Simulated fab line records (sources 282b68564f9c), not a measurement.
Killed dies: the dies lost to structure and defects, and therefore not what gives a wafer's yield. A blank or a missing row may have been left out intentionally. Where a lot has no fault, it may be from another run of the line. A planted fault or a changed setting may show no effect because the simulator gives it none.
A struck lot beside a sound one / flow ritCmos / 18 out of 202 route steps
Sound: the wafers L135.4, L135.5, L135.6. Struck: wafer L133.3 (left out: L133.2, L133.4 of the same lot, which were not struck); the cause appears at the end.
Each step with rows lists, per side, the tool, then ch with its chambers, then its first start. Under that, the readings that differ: sound wafers / struck wafers / difference of the means / sigmas: that difference in standard deviations of wafers without a fault.
alike: a reading whose means differ by less than 2 such deviations, as well as words and numbers matching on both sides. not compared: withheld readings; readings where some wafer has no value; bounds like >300 that might hide an equal value; numbers whose values overlap and for which the record gives no deviation.
The two part at a step that has a row with sigmas, a row that says differs or no value, or rows on one side only. Numbers that don't overlap but have no deviation are shown without sigmas and don't part them. A reading that every wafer of one side lacks parts them only if that side has two wafers or more.

RIT_M1_SPUTTER_00: material Al, target thk 400 nm, time 484.9 s.
  sound on pvdSputter-03, day 5 22:59; struck on pvdSputter-03, day 5 13:05
  alike: throttleValvePct
RIT_M1_RS_MEAS_01: uses a four-point probe to measure.
  sound on filmMetro-03, day 5 23:21; struck on filmMetro-03, day 5 13:23
  alike: M1_AL_RS
RIT_M1_THK_MEAS_02: measures by xrf.
  sound on filmMetro-03, day 5 23:26; struck on filmMetro-03, day 5 13:30
  alike: M1_AL_THK
then, 6 steps without rows for these wafers: RIT_M1_HMDS_03 (prime time 60 s); RIT_M1_COAT_04 (resist thk 1300 nm); RIT_M1_SOFTBAKE_05 (time 60 s); RIT_M1_EXPOSE_06 (exposes mask M12, target cd 2600 nm); RIT_M1_PEB_07; RIT_M1_DEVELOP_08 (develop time 70.4 s).
RIT_M1_CD_MEAS_09: the cd target is 2600 nm.
  sound on cdSem-01, day 6 00:25; struck on cdSem-01, day 5 14:27
reading=cdNm (nm); sound=2595.6 2597.9 2595.6; struck=2600.6; difference=+4.2; sigmas=+2
RIT_M1_OVL_MEAS_10:
  sound on overlay-01, day 6 00:29; struck on overlay-02, day 5 14:34
reading=M1_OVL (nm); sound=0.2 0.6 1.4; struck=-2.9; difference=-3.6; sigmas=-2
then, 1 step without rows for these wafers: RIT_M1_HARDBAKE_11 (time 120 s).
RIT_M1_METAL_ETCH_12: etches Al in Cl2/BCl3, stops on SiO2, time 165 s, target depth 600 nm.
  sound on rieMetal-04 ch 0,1, day 6 00:49; struck on rieMetal-03 ch 0, day 5 14:50
reading=oesProductAu (a.u.); sound=0.775 0.766 0.773; struck=0.751; difference=-0.020; sigmas=-2
reading=rfFwdPowerW (W); sound=249.3 248.6 249.7; struck=149.4; difference=-99.8; sigmas=-99 or more
reading=model.NOVOLAK_of_M1_COAT_04.thkNm (nm); sound=788.9 812 789.7; struck=937.1; difference=+140.2; sigmas=
reading=model.M1.featureDepthNm (nm); sound=428.4 424.3 425.1; struck=362.8; difference=-63.1; sigmas=
reading=model.etch.depthNm (nm); sound=394.4 392.4 390.9; struck=362.8; difference=-29.8; sigmas=
  alike: bcl3FlowSccm, drypumpMotorCurrentA, throttleValvePct
  not compared: rfHoursCounterH
then, 1 step without rows for these wafers: RIT_M1_STRIP_13 (strips in nmp, time 600 s).
RIT_M1_STRIP_14: strips in O2, time 180 s.
  sound on plasmaAsher-03 ch 0,1, day 6 01:09; struck on plasmaAsher-02 ch 0, day 5 15:11
  alike: drypumpMotorCurrentA, rfReflPowerW
  not compared: rfHoursCounterH
RIT_M1_CD_MEAS_90: the cd target is 2600 nm.
  sound on cdSem-02, day 6 01:19; struck on cdSem-02, day 5 15:22
reading=cdNm (nm); sound=2590 2598 2592; struck=2615; difference=+22; sigmas=+6
then, 1 step without rows for these wafers: RIT_M1_ANNEAL_15 (time 1866 s).
RIT_M1_PROBE_99:
  sound on prober-01, day 6 03:49; struck on prober-01, day 5 17:53
reading=defectLimitedYield (%); sound=98.5 96.6 97.3; struck=0.4; difference=-97.1; sigmas=-88
reading=killed_at_M0_to_M3; sound=0 0 0; struck=257; difference=+257; sigmas=+99 or more
reading=killedDies; sound=4 9 7; struck=263; difference=+256; sigmas=+85
reading=killedOnRim; sound=2 3 3; struck=69; difference=+66; sigmas=+44
reading=model.etest.tester.sortNPass; sound=260 255 257; struck=1; difference=-256; sigmas=
reading=model.etest.tester.sortYieldPct (%); sound=98.48 96.59 97.35; struck=0.3788; difference=-97.0945; sigmas=
reading=model.etest.tester.sort_bin_5_pct (%); sound=0.7576 1.894 1.894; struck=98.48; difference=+96.96; sigmas=
reading=model.etest.selectEdgeDiodeN.overLimit; sound=0 0 0; struck=1; difference=+1; sigmas=
reading=model.etest.pmos_0p15.overLimit; sound=0 0 0; struck=1; difference=+1; sigmas=
reading=model.etest.capPGate.short; sound=0 0 0; struck=1; difference=+1; sigmas=
reading=model.etest.contactPpoly.short; sound=0 0 0; struck=1; difference=+1; sigmas=
  alike: killedAtContacts, killedAtFrontEnd, killedOpen, killedShort
  not compared: model.etest.tester.sort_bin_3_pct

## WHERE THEY PART
First at RIT_M1_CD_MEAS_09; last, within this record, at RIT_M1_PROBE_99.

WHY: what the simulator had put in
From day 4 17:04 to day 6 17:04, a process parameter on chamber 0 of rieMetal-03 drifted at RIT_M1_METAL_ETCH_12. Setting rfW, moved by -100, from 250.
